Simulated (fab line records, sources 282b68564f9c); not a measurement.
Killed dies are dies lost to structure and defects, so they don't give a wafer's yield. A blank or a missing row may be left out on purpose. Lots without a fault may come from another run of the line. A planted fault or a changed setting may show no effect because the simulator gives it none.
fab line records | flow rit_cmos
record lots=11 wafers=33 last_day=7
route steps=202 shown M1@184
lots that met no fault: from a run of the same line without faults
start_h: hours from the record's first day to the start of the lot's first wafer shown | wait_h: hours since the lot's step before | " the same as in the row above | L1.1+2: a row that stands for several wafers | - no value, or no start given | * or withheld: withheld | < > ~ a bound
route shown NAME@n: a module of which the file shows steps, and the number in the route of the first | usual: mean/standard deviation of fault-free wafers | same: alike in all rows | chamber/n: place in a boat | sites: the reading at each site | _std_site: their standard deviation | _edge_site: outer sites' mean less inner sites' | radius_mm: how far each site lies from the wafer's centre | mask NAME#n: copy n | behind: the tool/chamber that last shaped the wafer | hold: why the lot was held/for how many hours/how that ended | device: the transistor (n, p or np) that didn't switch | end of line: the same wafers' tests at the end of the route | a step without rows: its recipe alone | killed: dies lost to structure and defects at the first sort, not the wafer's yield | map: a wafer's dies, x killed, . not, _ none there
set.NAME: the setting as run; set.NAME@STEP: as run at that earlier step | model.NAME: the simulator's own value behind a step, which no gauge read
steps of the route over a sample of lots; a table a step, a row a wafer
services: from which hour (start_h, from the record's first day; less than 0 if before it) a tool's chamber was out of use, for how many hours, and why
## steps
# step RIT_M1_SPUTTER_00
# recipe material=Al target_thk_nm=400 power_w=2000 chamber_pressure_pa=0.4 gas=Ar time_s=500 substrate_temp_c=25
# usual chamber_pressure_pa=0.4001/0.00073 throttle_valve_pct=29.8/0.92
# columns lot.wafer tool chamber start_h wait_h chamber_pressure_pa throttle_valve_pct
L685.2 pvd_sputter-02 - 53.58 0.0 0.4011 30.6
L685.3 " - " " 0.3995 28.6
L685.5 " - " " 0.3996 30.0
L686.3 pvd_sputter-03 - 58.25 0.0 0.4003 30.5
L686.5 " - " " 0.4004 30.3
L686.6 " - " " 0.3996 30.0
L687.2 pvd_sputter-02 - 63.45 0.0 0.4017 30.3
L687.5 " - " " 0.4000 28.3
L687.6 " - " " 0.3999 30.2
L688.1 pvd_sputter-03 - 66.82 0.0 0.3999 31.3
L688.4 " - " " 0.4004 30.3
L688.6 " - " " 0.3988 30.8
L691.3 pvd_sputter-02 - 82.91 0.0 0.3986 28.2
L691.4 " - " " 0.4004 30.1
L691.6 " - " " 0.4005 28.8
L696.2 pvd_sputter-03 - 108.49 0.0 0.3998 30.0
L696.3 " - " " 0.4558 28.5
L696.5 " - " " 0.3992 31.1
L699.2 pvd_sputter-01 - 123.49 0.0 0.3986 29.2
L699.3 " - " " 0.3998 29.7
L699.4 " - " " 0.4007 31.2
L701.2 pvd_sputter-02 - 132.29 0.0 0.4001 30.4
L701.3 " - " " 0.4013 28.5
L701.4 " - " " 0.3990 28.5
L703.3 pvd_sputter-02 - 144.22 0.0 0.4002 30.3
L703.4 " - " " 0.3999 28.5
L703.5 " - " " 0.4004 28.4
L705.2 pvd_sputter-02 - 153.33 0.0 0.3996 30.5
L705.3 " - " " 0.3992 28.4
L705.6 " - " " 0.3994 30.4
L707.1 pvd_sputter-02 - 163.10 0.0 0.4009 30.3
L707.2 " - " " 0.4012 28.6
L707.4 " - " " 0.4006 28.4
# step RIT_M1_RS_MEAS_01
# recipe thk_meas_gauge=four-point-probe reads=Al_of_M1_SPUTTER_00
# usual M1_AL_RS=0.0735/0.00066
# columns lot.wafer tool chamber start_h wait_h M1_AL_RS[ohm/sq]
L685.2 film_metro-02 - 53.90 0.2 0.0738
L685.3 " - " " 0.0742
L685.5 " - " " 0.0748
L686.3 film_metro-03 - 58.58 0.2 0.0741
L686.5 " - " " 0.0745
L686.6 " - " " 0.0744
L687.2 film_metro-01 - 63.76 0.2 0.0733
L687.5 " - " " 0.0743
L687.6 " - " " 0.0739
L688.1 film_metro-01 - 67.11 0.1 0.0733
L688.4 " - " " 0.0734
L688.6 " - " " 0.0734
L691.3 film_metro-03 - 83.25 0.2 0.0747
L691.4 " - " " 0.0733
L691.6 " - " " 0.0737
L696.2 film_metro-02 - 108.80 0.2 0.0745
L696.3 " - " " 0.0767
L696.5 " - " " 0.0729
L699.2 film_metro-01 - 123.80 0.2 0.0728
L699.3 " - " " 0.0735
L699.4 " - " " 0.0725
L701.2 film_metro-03 - 132.61 0.2 0.0741
L701.3 " - " " 0.0729
L701.4 " - " " 0.0740
L703.3 film_metro-01 - 144.55 0.2 0.0737
L703.4 " - " " 0.0738
L703.5 " - " " 0.0735
L705.2 film_metro-02 - 153.64 0.2 0.0732
L705.3 " - " " 0.0726
L705.6 " - " " 0.0725
L707.1 film_metro-03 - 163.40 0.1 0.0737
L707.2 " - " " 0.0745
L707.4 " - " " 0.0743
# step RIT_M1_PROBE_99
# usual defect_limited_yield=97.6/1.1 killed_at_M0_to_M3=0.0/0.14 killed_at_contacts=0.1/0.29 killed_at_front_end=6.3/2.8 killed_dies=6.4/2.8 killed_open=3.3/1.7 killed_short=3.1/1.9 sort_bin_3_pad_short=0.1/0.23 sort_bin_5_function=1.4/0.78 sort_bin_6_memory=0.9/0.63 sort_n_pass=257.6/2.8 sort_yield_pct=97.6/1.1
# same gross_dies=264 killed_at_M4_up=0 killed_at_back_side=0 killed_at_other=0
# columns lot.wafer tool chamber start_h wait_h defect_limited_yield[%] killed_at_M0_to_M3 killed_at_contacts killed_at_front_end killed_dies killed_open killed_short sort_bin_3_pad_short[%] sort_bin_5_function[%] sort_bin_6_memory[%] sort_n_pass sort_yield_pct[%]
L685.2 prober-01 - 57.86 0.1 96.6 0 0 9 9 3 6 0 1.5 1.9 255.0 96.6
L685.3 prober-01 - 57.91 0.2 99.2 0 0 2 2 1 1 0 0 0.8 262.0 99.2
L685.5 prober-01 - 58.01 0.2 96.6 0 0 9 9 5 4 0 2.3 1.1 255.0 96.6
L686.3 prober-02 - 63.54 0.2 98.5 0 0 4 4 3 1 0 0.8 0.8 260.0 98.5
L686.5 prober-02 - 63.64 0.2 97.3 0 0 7 7 3 4 0.4 0.8 1.5 257.0 97.3
L686.6 prober-02 - 63.69 0.2 98.1 0 0 5 5 2 3 0 1.5 0.4 259.0 98.1
L687.2 prober-01 - 68.51 0.1 96.2 0 0 10 10 3 7 0 2.3 1.5 254.0 96.2
L687.5 prober-01 - 68.66 0.2 97.7 0 0 6 6 4 2 0 1.1 1.1 258.0 97.7
L687.6 prober-01 - 68.71 0.2 97.7 0 0 6 6 4 2 0.4 0.8 1.1 258.0 97.7
L688.1 prober-02 - 70.97 0.1 96.2 0 0 10 10 4 6 0 3.4 0.4 254.0 96.2
L688.4 prober-02 - 71.12 0.2 98.1 0 0 5 5 2 3 0 1.5 0.4 259.0 98.1
L688.6 prober-02 - 71.22 0.2 97.0 0 0 8 8 5 3 0.8 1.1 1.1 256.0 97.0
L691.3 prober-01 - 87.15 0.2 96.6 0 0 9 9 6 3 0 1.5 1.9 255.0 96.6
L691.4 prober-01 - 87.20 0.2 99.2 0 0 2 2 1 1 0 0.4 0.4 262.0 99.2
L691.6 prober-01 - 87.30 0.2 97.3 0 0 7 7 5 2 0 1.5 1.1 257.0 97.3
L696.2 prober-02 - 112.75 0.1 98.1 0 0 5 5 5 0 0 1.5 0.4 259.0 98.1
L696.3 prober-02 - 112.80 0.2 95.8 0 1 10 11 4 6 0.4 1.5 2.3 253.0 95.8
L696.5 prober-02 - 112.90 0.2 98.5 0 1 3 4 3 0 0 0.8 0.8 260.0 98.5
L699.2 prober-02 - 128.72 0.1 96.2 0 0 10 10 4 6 0 3.4 0.4 254.0 96.2
L699.3 prober-02 - 128.77 0.2 98.1 1 0 4 5 2 3 0.4 1.1 0.4 259.0 98.1
L699.4 prober-02 - 128.82 0.2 96.6 0 0 9 9 4 5 0 2.3 1.1 255.0 96.6
L701.2 prober-01 - 136.54 0.1 97.3 0 0 7 7 4 3 0 1.5 1.1 257.0 97.3
L701.3 prober-01 - 136.59 0.2 97.7 0 0 6 6 3 3 0 1.5 0.8 258.0 97.7
L701.4 prober-01 - 136.64 0.2 98.1 0 0 5 5 4 1 0 0.8 1.1 259.0 98.1
L703.3 prober-01 - 148.48 0.2 99.2 0 0 2 2 1 1 0 0.8 0 262.0 99.2
L703.4 prober-01 - 148.53 0.2 98.5 0 0 4 4 1 3 0.4 0.8 0.4 260.0 98.5
L703.5 prober-01 - 148.58 0.2 97.7 0 0 6 6 3 3 0.8 1.1 0.4 258.0 97.7
L705.2 prober-01 - 157.52 0.1 96.6 0 1 8 9 6 3 0 1.9 1.5 255.0 96.6
L705.3 prober-01 - 157.57 0.2 98.5 0 0 4 4 1 3 0 1.1 0.4 260.0 98.5
L705.6 prober-01 - 157.72 0.2 97.0 0 0 8 8 5 2 0.4 1.5 1.1 256.0 97.0
L707.1 prober-01 - 167.12 0.1 98.1 0 0 5 5 2 3 0.4 0 1.5 259.0 98.1
L707.2 prober-01 - 167.17 0.1 98.5 0 0 4 4 2 2 0.4 0.8 0.4 260.0 98.5
L707.4 prober-01 - 167.27 0.2 98.5 0 0 4 4 2 2 0 1.5 0 260.0 98.5
# killed by level:class
L685.2 FOX2:geometric_particle:short=2 SPACER:geometric_particle:short=2 SILICIDE:geometric_particle:open=2 ACTIVE:geometric_particle:short=1 GATE:geometric_particle:short=1 SPACER:geometric_particle:open=1
L685.3 REOX:geometric_particle:short=1 SPACER:geometric_particle:open=1
L685.5 FOX2:geometric_particle:open=2 GATE:geometric_particle:short=2 GATE:geometric_particle:open=1 REOX:geometric_particle:short=1 REOX:geometric_particle:open=1 SPACER:geometric_particle:short=1 SILICIDE:geometric_particle:open=1
L686.3 GATE:geometric_particle:open=2 SPACER:geometric_particle:short=1 SPACER:geometric_particle:open=1
L686.5 GATE:geometric_particle:open=2 GATE:geometric_particle:short=2 REOX:geometric_particle:open=1 REOX:geometric_particle:short=1 SILICIDE:geometric_particle:short=1
L686.6 GATE:geometric_particle:short=2 FOX2:geometric_particle:short=1 GATE:geometric_particle:open=1 SPACER:geometric_particle:open=1
L687.2 FOX1:geometric_particle:short=2 GATE:geometric_particle:open=2 GATE:geometric_particle:short=2 SILICIDE:geometric_particle:short=2 REOX:geometric_particle:short=1 REOX:geometric_particle:open=1
L687.5 GATE:geometric_particle:open=2 ACTIVE:geometric_particle:short=1 GATE:geometric_particle:short=1 SPACER:geometric_particle:open=1 SILICIDE:geometric_particle:open=1
L687.6 FOX2:geometric_particle:short=1 GATE:geometric_particle:open=1 REOX:geometric_particle:open=1 SPACER:geometric_particle:open=1 SILICIDE:geometric_particle:open=1 SILICIDE:geometric_particle:short=1
L688.1 GATE:geometric_particle:short=4 GATE:geometric_particle:open=4 REOX:geometric_particle:short=1 SPACER:geometric_particle:short=1
L688.4 GATE:geometric_particle:short=2 GATE:geometric_particle:open=1 SPACER:geometric_particle:open=1 SILICIDE:geometric_particle:short=1
L688.6 FOX1:geometric_particle:open=2 SILICIDE:geometric_particle:open=2 FOX1:geometric_particle:short=1 GATE:geometric_particle:open=1 GATE:geometric_particle:short=1 SPACER:geometric_particle:short=1
L691.3 GATE:geometric_particle:open=3 FOX1:geometric_particle:open=1 FOX1:geometric_particle:short=1 FOX2:geometric_particle:short=1 FOX2:geometric_particle:open=1 GATE:geometric_particle:short=1 REOX:geometric_particle:open=1
L691.4 GATE:geometric_particle:short=1 GATE:geometric_particle:open=1
L691.6 REOX:geometric_particle:open=2 SPACER:geometric_particle:open=2 GATE:geometric_particle:short=1 REOX:geometric_particle:short=1 SILICIDE:geometric_particle:open=1
L696.2 REOX:geometric_particle:open=3 FOX2:geometric_particle:open=1 GATE:geometric_particle:open=1
L696.3 GATE:geometric_particle:open=2 GATE:geometric_particle:short=2 REOX:geometric_particle:short=2 FOX1:geometric_particle:open=1 FOX1:geometric_particle:short=1 FOX2:geometric_particle:open=1 SPACER:geometric_particle:short=1 CONTACT:coat_microbubble_printed=1
L696.5 REOX:geometric_particle:open=2 SPACER:geometric_particle:open=1 CONTACT:coat_microbubble_printed=1
L699.2 FOX1:geometric_particle:short=3 GATE:geometric_particle:open=2 FOX1:geometric_particle:open=1 GATE:geometric_particle:short=1 REOX:geometric_particle:short=1 SPACER:geometric_particle:open=1 SILICIDE:geometric_particle:short=1
L699.3 FOX1:geometric_particle:short=1 FOX2:geometric_particle:open=1 FOX2:geometric_particle:short=1 GATE:geometric_particle:open=1 M1:geometric_particle:short=1
L699.4 FOX1:geometric_particle:short=2 FOX1:geometric_particle:open=2 GATE:geometric_particle:short=2 FOX2:geometric_particle:short=1 GATE:geometric_particle:open=1 SPACER:geometric_particle:open=1
L701.2 GATE:geometric_particle:short=3 GATE:geometric_particle:open=2 SILICIDE:geometric_particle:open=2
L701.3 GATE:geometric_particle:short=1 GATE:geometric_particle:open=1 REOX:geometric_particle:open=1 REOX:geometric_particle:short=1 SPACER:geometric_particle:open=1 SILICIDE:geometric_particle:short=1
L701.4 REOX:geometric_particle:open=2 GATE:geometric_particle:short=1 GATE:geometric_particle:open=1 SILICIDE:geometric_particle:open=1
L703.3 FOX1:geometric_particle:open=1 SPACER:geometric_particle:short=1
L703.4 GATE:geometric_particle:short=2 FOX2:geometric_particle:short=1 GATE:geometric_particle:open=1
L703.5 GATE:geometric_particle:open=2 FOX2:geometric_particle:open=1 FOX2:geometric_particle:short=1 GATE:geometric_particle:short=1 REOX:geometric_particle:short=1
L705.2 GATE:geometric_particle:open=2 REOX:geometric_particle:short=2 FOX1:geometric_particle:short=1 REOX:geometric_particle:open=1 SPACER:geometric_particle:open=1 SILICIDE:geometric_particle:open=1 CONTACT:geometric_particle:open=1
L705.3 REOX:geometric_particle:short=2 FOX1:geometric_particle:open=1 SILICIDE:geometric_particle:short=1
L705.6 FOX2:geometric_particle:short=2 FOX2:geometric_particle:open=2 NSD:coat_microbubble_printed=1 FOX1:geometric_particle:open=1 GATE:geometric_particle:open=1 SILICIDE:geometric_particle:open=1
L707.1 GATE:geometric_particle:short=2 FOX1:geometric_particle:open=1 REOX:geometric_particle:open=1 SPACER:geometric_particle:short=1
L707.2 FOX2:geometric_particle:open=2 FOX1:geometric_particle:short=1 SPACER:geometric_particle:short=1
L707.4 FOX1:geometric_particle:open=1 FOX1:geometric_particle:short=1 REOX:geometric_particle:short=1 SPACER:geometric_particle:open=1
## services
# columns tool chamber start_h hours kind
pvd_sputter-01 - 103.62 2.4 repair
pvd_sputter-01 - 124.01 4.9 repair
pvd_sputter-03 - 140.72 5.2 repair
## key
first_sign step=RIT_M1_SPUTTER_00 reading=chamber_pressure_pa direction=up sigmas=76 usual=0.4001 struck=0.4558
effect step=RIT_M1_RS_MEAS_01 reading=M1_AL_RS direction=up sigmas=4.8 usual=0.0735 struck=0.0767
met_at RIT_M1_SPUTTER_00
struck_lots L696
struck_wafers L696.3
onset_between 58.25 108.49
fault kind=process_parameter_drift tool=pvd_sputter-03 chamber=- onset_h=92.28 steps=RIT_M1_SPUTTER_00 channel=chamber_pressure_pa offset=0.05532 shape=step end_h=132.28 acts_in=these_recipes_only stated=0.4 scope=struck_wafers_only
